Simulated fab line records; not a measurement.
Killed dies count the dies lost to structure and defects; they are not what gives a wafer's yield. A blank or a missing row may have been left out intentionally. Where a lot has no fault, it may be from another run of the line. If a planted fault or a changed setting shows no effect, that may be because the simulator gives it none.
Which tool was responsible? / flow berkeley cmos170 / 14 lots with 42 wafers sampled at 2 steps, on a route of 331 steps

== WHAT EACH GAUGE READ, for each wafer ==
UCB170_SPACER_THK_MEAS_01. Usual: for SPACER_TEOS_THK the level is 375 nm and the standard deviation is 5.4.
lot=L726; measured=day 6 00:28; on=film metro-02; SPACER_TEOS_THK (nm)=372 377 379; flag=
lot=L728; measured=day 6 10:44; on=film metro-01; SPACER_TEOS_THK (nm)=377 381 386; flag=
lot=L729; measured=day 6 18:27; on=film metro-01; SPACER_TEOS_THK (nm)=372 369 376; flag=
lot=L730; measured=day 6 23:38; on=film metro-04; SPACER_TEOS_THK (nm)=376 374 374; flag=
lot=L732; measured=day 7 11:51; on=film metro-01; SPACER_TEOS_THK (nm)=376 402 379; flag=
lot=L737; measured=day 8 19:59; on=film metro-02; SPACER_TEOS_THK (nm)=395 380 382; flag=
lot=L739; measured=day 9 04:22; on=film metro-02; SPACER_TEOS_THK (nm)=382 374 380; flag=
lot=L741; measured=day 9 12:08; on=film metro-02; SPACER_TEOS_THK (nm)=373 381 381; flag=
lot=L742; measured=day 9 12:18; on=film metro-04; SPACER_TEOS_THK (nm)=372 378 379; flag=
lot=L743; measured=day 9 19:15; on=film metro-04; SPACER_TEOS_THK (nm)=372 371 378; flag=
lot=L744; measured=day 10 05:13; on=film metro-01; SPACER_TEOS_THK (nm)=374 375 379; flag=
lot=L746; measured=day 10 05:26; on=film metro-02; SPACER_TEOS_THK (nm)=376 383 381; flag=
lot=L747; measured=day 10 19:38; on=film metro-04; SPACER_TEOS_THK (nm)=379 379 380; flag=
lot=L749; measured=day 11 01:17; on=film metro-04; SPACER_TEOS_THK (nm)=368 364 371; flag=

== TOOL THAT RAN EACH LOT (tool first, then ch and the chambers of the sampled wafers, then the start) ==
lot=L726; UCB170_SPACER_CVD_00=pecvd-02 ch 0,2, day 6 00:24
lot=L728; UCB170_SPACER_CVD_00=pecvd-04 ch 0,1,2, day 6 10:40
lot=L729; UCB170_SPACER_CVD_00=pecvd-04 ch 0,1, day 6 18:25
lot=L730; UCB170_SPACER_CVD_00=pecvd-02 ch 0,1,2, day 6 23:35
lot=L732; UCB170_SPACER_CVD_00=pecvd-02 ch 0,1,2, day 7 11:48
lot=L737; UCB170_SPACER_CVD_00=pecvd-02 ch 0,1, day 8 19:55
lot=L739; UCB170_SPACER_CVD_00=pecvd-04 ch 0,1, day 9 04:19
lot=L741; UCB170_SPACER_CVD_00=pecvd-01 ch 0,2, day 9 12:05
lot=L742; UCB170_SPACER_CVD_00=pecvd-04 ch 0,2, day 9 12:15
lot=L743; UCB170_SPACER_CVD_00=pecvd-04 ch 0,2, day 9 19:12
lot=L744; UCB170_SPACER_CVD_00=pecvd-01 ch 1,2, day 10 05:08
lot=L746; UCB170_SPACER_CVD_00=pecvd-04 ch 0,2, day 10 05:23
lot=L747; UCB170_SPACER_CVD_00=pecvd-04 ch 0,1,2, day 10 19:36
lot=L749; UCB170_SPACER_CVD_00=pecvd-02 ch 0,1, day 11 01:13
- UCB170_SPACER_CVD_00: deposits SiO2 from TEOS/O2, target thk 376 nm, time 47 s.

== AS READ BY THE TOOLS THEMSELVES (means over the sampled wafers that have a number; for cases with no such wafer, the mark the record gives instead) ==
UCB170_SPACER_CVD_00. Usual: heater power w 252 W, standard deviation 50; pressure mtorr 9001 mTorr, standard deviation 19.
lot=L726; tool=pecvd-02; heater power w (W)=237; pressure mtorr (mTorr)=8999; flag=
lot=L728; tool=pecvd-04; heater power w (W)=245; pressure mtorr (mTorr)=9012; flag=
lot=L729; tool=pecvd-04; heater power w (W)=246; pressure mtorr (mTorr)=9000; flag=
lot=L730; tool=pecvd-02; heater power w (W)=258; pressure mtorr (mTorr)=9000; flag=
lot=L732; tool=pecvd-02; heater power w (W)=274; pressure mtorr (mTorr)=8986; flag=
lot=L737; tool=pecvd-02; heater power w (W)=240; pressure mtorr (mTorr)=8984; flag=
lot=L739; tool=pecvd-04; heater power w (W)=233; pressure mtorr (mTorr)=9014; flag=
lot=L741; tool=pecvd-01; heater power w (W)=199; pressure mtorr (mTorr)=9001; flag=
lot=L742; tool=pecvd-04; heater power w (W)=295; pressure mtorr (mTorr)=9019; flag=
lot=L743; tool=pecvd-04; heater power w (W)=291; pressure mtorr (mTorr)=8981; flag=
lot=L744; tool=pecvd-01; heater power w (W)=218; pressure mtorr (mTorr)=8995; flag=
lot=L746; tool=pecvd-04; heater power w (W)=295; pressure mtorr (mTorr)=8987; flag=
lot=L747; tool=pecvd-04; heater power w (W)=254; pressure mtorr (mTorr)=9011; flag=
lot=L749; tool=pecvd-02; heater power w (W)=216; pressure mtorr (mTorr)=8995; flag=

== THE ANSWER, worked out from the rows above alone ==
Rule: lot off if the mean of its wafers having a number is beyond 3 standard deviations from the usual mean. A lot without any number at a reading at which 4 lots or more have one is off too. The other lots that the step has rows for count as sound. After the gauges, taken in route order, come the tools' own readings; for these a lot's mean is taken, as printed above. The first step at which some lot is off is used, and at that step the reading that is off furthest; a lot without a number counts as furthest.
None of the lots is off at any reading shown; this tells nothing.

== WHAT HAD BEEN PUT IN BY THE SIMULATOR ==
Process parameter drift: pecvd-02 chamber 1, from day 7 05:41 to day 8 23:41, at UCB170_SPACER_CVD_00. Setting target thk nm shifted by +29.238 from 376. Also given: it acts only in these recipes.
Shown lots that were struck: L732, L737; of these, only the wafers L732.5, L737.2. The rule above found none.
